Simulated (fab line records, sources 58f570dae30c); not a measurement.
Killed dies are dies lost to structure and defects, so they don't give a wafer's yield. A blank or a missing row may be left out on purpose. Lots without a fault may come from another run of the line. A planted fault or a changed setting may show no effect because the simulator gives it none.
Which tool did it? | flow berkeley_cmos170 | 7 lots, 21 wafers sampled, at 1 step of a route of 331

WHAT THE GAUGES READ, wafer by wafer
UCB170_START_THK_MEAS_03.
lot  | measured    | on            | START_OXIDE_THK (nm)
L226 | day 1 20:10 | film_metro-02 | 19.8 19.9 20.4
L228 | day 2 05:34 | film_metro-02 | 20.7 20.8 21.1
L230 | day 2 13:14 | film_metro-02 | 20.6 20.6 20.6
L237 | day 4 02:56 | film_metro-02 | 19.6 19.7 19.5
L240 | day 4 18:11 | film_metro-03 | 20.3 20.5 20.6
L247 | day 6 03:46 | film_metro-04 | 20.1 20.5 20.3
L248 | day 6 08:07 | film_metro-04 | 20.0 20.6 20.3

WHICH TOOL RAN EACH LOT (tool, then ch and the chambers of the sampled wafers, then the start)
The record holds no process step before these readings.

THE ANSWER, worked out from the rows above alone
Rule: what is usual is taken from the lots themselves. Put in order of their means at a reading, lots are off if they are a third of the lots or fewer, leave a main group of 4 or more, and stand apart from it by a gap of 3 or more times the standard deviation of the main group's means; of several such gaps the widest counts. A main group whose means are all the same, to the digits that the tables above print for the reading, isn't used. A lot without any number at a reading at which 4 lots or more have one is off too. The other lots that the step has rows for count as sound.
No lot is off at any reading shown: from this, nothing can be told.

WHAT THE SIMULATOR HAD PUT IN
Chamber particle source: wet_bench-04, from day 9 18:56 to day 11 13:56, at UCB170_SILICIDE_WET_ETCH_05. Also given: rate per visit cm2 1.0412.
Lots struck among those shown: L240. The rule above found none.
